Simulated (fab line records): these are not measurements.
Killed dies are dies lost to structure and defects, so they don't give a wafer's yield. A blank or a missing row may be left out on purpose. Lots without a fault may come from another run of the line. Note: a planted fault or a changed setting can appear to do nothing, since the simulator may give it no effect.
The tool behind it: which one? | flow ritCmos | 45 wafers from 15 lots sampled at 5 of the route's 202 steps

WHAT EACH GAUGE READ, for each wafer
RIT_ACTIVE_BOW_MEAS_00. Usual: INCOMING_BOW gives 0 um (standard deviation 6).
lot  | measured    | on           | INCOMING_BOW (um) | flag
L525 | day 1 10:00 | filmMetro-03 | 5 0 1             | 
L526 | day 1 15:00 | filmMetro-01 | -7 14 13          | 
L527 | day 1 20:01 | filmMetro-04 | 6 1 3             | 
L528 | day 2 01:00 | filmMetro-01 | -8 15 5           | 
L529 | day 2 06:01 | filmMetro-04 | 12 -2 9           | 
L530 | day 2 11:00 | filmMetro-04 | 13 -7 -5          | 
L531 | day 2 16:04 | filmMetro-03 | 5 7 5             | 
L532 | day 2 21:04 | filmMetro-03 | -6 -2 -5          | 
L534 | day 3 07:01 | filmMetro-03 | -5 11 -1          | 
L537 | day 3 22:01 | filmMetro-03 | -5 -2 9           | 
L541 | day 4 18:02 | filmMetro-01 | -4 -4 -12         | 
L543 | day 5 04:01 | filmMetro-04 | 2 -4 7            | 
L545 | day 5 14:00 | filmMetro-04 | 6 4 -4            | 
L546 | day 5 19:02 | filmMetro-03 | -4 -6 -1          | 
L547 | day 6 00:04 | filmMetro-04 | -1 7 3            | 

RIT_ACTIVE_THK_MEAS_02. Usual: ACTIVE_OXIDE_THK gives 46.6 nm (standard deviation 0.99).
lot  | measured    | on           | ACTIVE_OXIDE_THK (nm) | flag
L525 | day 1 13:07 | filmMetro-01 | 45.0 44.9 45.5        | 
L526 | day 1 17:55 | filmMetro-01 | 47.9 47.8 47.3        | 
L527 | day 1 22:08 | filmMetro-04 | 46.8 46.7 46.5        | 
L528 | day 2 04:29 | filmMetro-01 | 45.2 46.0 46.1        | 
L529 | day 2 09:04 | filmMetro-04 | 46.7 47.0 45.6        | 
L530 | day 2 14:13 | filmMetro-01 | 47.6 47.8 47.3        | 
L531 | day 2 18:59 | filmMetro-04 | 45.8 45.5 45.8        | 
L532 | day 2 23:28 | filmMetro-04 | 35.1 34.7 34.7        | OFF
L534 | day 3 09:38 | filmMetro-04 | 36.0 36.5 36.3        | OFF
L537 | day 4 00:04 | filmMetro-03 | 36.1 35.8 35.9        | OFF
L541 | day 4 20:04 | filmMetro-04 | 47.1 46.5 47.6        | 
L543 | day 5 06:42 | filmMetro-04 | 45.8 46.0 46.2        | 
L545 | day 5 16:03 | filmMetro-03 | 46.7 46.6 46.6        | 
L546 | day 5 21:04 | filmMetro-03 | 47.3 47.2 47.0        | 
L547 | day 6 02:05 | filmMetro-01 | 47.4 47.5 47.6        | 

RIT_FOX2_THK_MEAS_90. Usual: FIELD_OXIDE_LEFT_1_THK gives 323 nm (standard deviation 7.1).
lot  | measured    | on           | FIELD_OXIDE_LEFT_1_THK (nm) | flag
L525 | day 1 21:40 | filmMetro-02 | 325 318 326                 | 
L526 | day 2 03:26 | filmMetro-02 | 321 319 321                 | 
L527 | day 2 09:02 | filmMetro-02 | 327 327 331                 | 
L528 | day 2 12:05 | filmMetro-01 | 337 331 329                 | 
L529 | day 2 17:55 | filmMetro-03 | 328 331 331                 | 
L530 | day 2 23:06 | filmMetro-02 | 330 327 328                 | 
L531 | day 3 03:31 | filmMetro-01 | 319 313 310                 | 
L532 | day 3 06:56 | filmMetro-03 | 324 325 332                 | 
L534 | day 3 17:16 | filmMetro-01 | 322 319 316                 | 
L537 | day 4 08:10 | filmMetro-03 | 322 331 328                 | 
L541 | day 5 05:40 | filmMetro-03 | 306 308 310                 | 
L543 | day 5 16:01 | filmMetro-02 | 331 326 332                 | 
L545 | day 6 00:41 | filmMetro-03 | 325 326 326                 | 
L546 | day 6 04:26 | filmMetro-03 | 329 327 326                 | 
L547 | day 6 10:10 | filmMetro-02 | 332 330 334                 | 

RIT_NLDD_OVL_MEAS_06. Usual: NLDD_OVL gives 0.1 nm (standard deviation 1.4).
lot  | measured    | on         | NLDD_OVL (nm)  | flag
L525 | day 2 22:32 | overlay-01 | 0.4 -0.2 -1.3  | 
L526 | day 3 04:04 | overlay-02 | 1.8 2.8 1.3    | 
L527 | day 3 07:55 | overlay-02 | 0.2 1.2 -0.6   | 
L528 | day 3 10:20 | overlay-01 | -1.7 -0.3 -0.5 | 
L529 | day 3 18:04 | overlay-01 | 0.2 0.6 0.9    | 
L530 | day 3 22:38 | overlay-01 | -1.2 -0.9 -3.1 | 
L531 | day 4 01:36 | overlay-02 | 3.2 0.2 -0.1   | 
L532 | day 4 05:16 | overlay-02 | -1.4 -0.8 -0.6 | 
L534 | day 4 16:11 | overlay-01 | -1.3 0.8 -0.7  | 
L537 | day 5 11:02 | overlay-01 | 1.7 -0.3 0.9   | 
L541 | day 6 05:39 | overlay-02 | 1.6 1.6 0.3    | 
L543 | day 6 15:38 | overlay-02 | 0.6 1.6 1.0    | 
L545 | day 7 02:34 | overlay-02 | -1.2 0.2 0.2   | 
L546 | day 7 04:09 | overlay-02 | -0.2 -0.2 -1.6 | 
L547 | day 7 10:44 | overlay-02 | 0.0 0.2 0.0    | 

WHAT TOOL EACH LOT RAN ON (gives the tool, then ch and the chambers of the sampled wafers, and finally the start)
lot  | RIT_ACTIVE_OXIDATION_01
L525 | furnace-03 ch 0, day 1 11:11
L526 | furnace-01 ch 0, day 1 15:59
L527 | furnace-01 ch 0, day 1 20:11
L528 | furnace-03 ch 0, day 2 02:34
L529 | furnace-03 ch 0, day 2 07:08
L530 | furnace-01 ch 0, day 2 12:17
L531 | furnace-01 ch 0, day 2 17:01
L532 | furnace-01 ch 0, day 2 21:31
L534 | furnace-01 ch 0, day 3 07:42
L537 | furnace-01 ch 0, day 3 22:07
L541 | furnace-03 ch 0, day 4 18:07
L543 | furnace-03 ch 0, day 5 04:46
L545 | furnace-03 ch 0, day 5 14:07
L546 | furnace-03 ch 0, day 5 19:07
L547 | furnace-03 ch 0, day 6 00:07
- RIT_ACTIVE_OXIDATION_01: target thk 46.8 nm, ox time 3360 s.

WHAT THE TOOLS THEMSELVES READ (means of the sampled wafers that have a number; where no wafer has one, the mark that the record gives instead)
The record holds no such reading with a usual standard deviation.

THE ANSWER, worked out from the rows above alone
Rule: lot off if the mean of its wafers having a number is beyond 3 standard deviations from the usual mean. Also off: a lot with no number at a reading for which 4 or more lots have one. Any other lot the step has rows for is counted as sound. First the gauges in route order, then the tools' own readings, where a lot's mean is used as printed above. At the first step where some lot is off, the reading lying furthest off is the one used; lots without a number count as furthest.
Off: L532, L534, L537, seen at RIT_ACTIVE_THK_MEAS_02 (ACTIVE_OXIDE_THK).
If a tool, at a process step before that reading, ran all the lots that are off and no sound lot after the first of them, it fits. The gauges at RIT_ACTIVE_THK_MEAS_02 are tried like those tools. One fits: RIT_ACTIVE_OXIDATION_01 on furnace-01. A fault onset in the window from L531 (day 2 17:01, its last sound lot) to L532 (day 2 21:31, its first lot off) fits.

WHAT HAD BEEN PUT IN BY THE SIMULATOR
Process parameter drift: furnace-01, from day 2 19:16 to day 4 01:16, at RIT_ACTIVE_OXIDATION_01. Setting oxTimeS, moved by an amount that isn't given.
Shown lots that were struck: L532, L534, L537. The rule above reached the same finding.
